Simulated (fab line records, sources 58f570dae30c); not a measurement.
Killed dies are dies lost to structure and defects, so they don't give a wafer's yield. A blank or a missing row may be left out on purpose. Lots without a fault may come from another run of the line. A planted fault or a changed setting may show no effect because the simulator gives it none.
A struck lot beside a sound one | flow berkeley_cmos170 | 15 steps out of a route of 331
Sound: wafers L539.1, L539.4, L539.6. Struck: wafers L554.2, L554.3, L554.6. The cause comes at the end.
At each step with rows: each side's tool, then ch and its chambers, then its first start. Under that, the readings that differ: sound wafers | struck wafers | difference of the means | sigmas: that difference in standard deviations of wafers without a fault.
alike: readings whose means differ by less than 2 such deviations, and words and numbers that are the same on both sides. not compared: withheld readings, readings that some wafer has no value for, bounds like >300 that may hide the same value, and numbers for which the record gives no deviation and whose values overlap.
The two part at a step that has a row with sigmas, a row that says differs or no value, or rows on one side only. Numbers that don't overlap but have no deviation are shown without sigmas and don't part them. A reading that every wafer of one side lacks parts them only if that side has two wafers or more.

UCB170_NVT_OVL_MEAS_06:
  sound on overlay-01, day 7 17:20; struck on overlay-02, day 10 15:32
  reading      | sound   | struck | difference | sigmas
  NVT_OVL (nm) | -8 -2 0 | 9 12 7 | +13        | +2
then, 1 step without rows for these wafers: UCB170_NVT_IMPLANT_07.
UCB170_NVT_STRIP_08: strips in O2.
  sound on plasma_asher-03 ch 0,1, day 7 17:31; struck on plasma_asher-02 ch 0,1, day 10 15:43
  alike: drypump_motor_current_A, oes_product_au, strip_time_to_endpoint_s
  not compared: rf_hours_counter_h
UCB170_NVT_TW_MEAS_09:
  sound on film_metro-02, day 7 17:37; struck on film_metro-01, day 10 15:50
  alike: NVT_TW
then, 7 steps without rows for these wafers: UCB170_NVT_CLEAN_10 (cleans in SPM, time 600 s); UCB170_PVT_HMDS_00 (prime time 60 s); UCB170_PVT_COAT_01 (resist thk 900 nm); UCB170_PVT_SOFTBAKE_02 (time 60 s); UCB170_PVT_EXPOSE_03 (exposes mask NWELL, target cd 3000 nm); UCB170_PVT_PEB_04; UCB170_PVT_DEVELOP_05 (develop time 45 s).
UCB170_PVT_OVL_MEAS_06:
  sound on overlay-01, day 7 19:08; struck on overlay-01, day 10 17:43
  alike: PVT_OVL
UCB170_PVT_IMPLANT_07:
  sound on implanter-02 ch 0, day 7 19:10; struck on implanter-03 ch 0, day 10 17:47
  reading       | sound                           | struck                           | difference  | sigmas
  dose_ions_cm2 | 1.998e+12 2.0008e+12 2.0014e+12 | 1.9716e+12 1.9757e+12 1.9787e+12 | -2.4733e+10 | -11
  alike: beam_on_s
UCB170_PVT_STRIP_08: strips in O2.
  sound on plasma_asher-04 ch 0, day 7 19:19; struck on plasma_asher-02 ch 0,1, day 10 17:54
  alike: drypump_motor_current_A, oes_product_au, strip_time_to_endpoint_s
  not compared: rf_hours_counter_h
-- the record jumps here: 2 days lie between the struck wafers' starts before and after (it left off in module PVT and takes up again in module M3, whose first step shown is number 331 of the route) --
UCB170_M3_PROBE_99:
  the record has rows for the struck wafers here (prober-01, day 13 03:16) and none for the sound ones

WHERE THEY PART
First at UCB170_NVT_OVL_MEAS_06; last, within this record, at UCB170_M3_PROBE_99.

WHY: what the simulator had put in
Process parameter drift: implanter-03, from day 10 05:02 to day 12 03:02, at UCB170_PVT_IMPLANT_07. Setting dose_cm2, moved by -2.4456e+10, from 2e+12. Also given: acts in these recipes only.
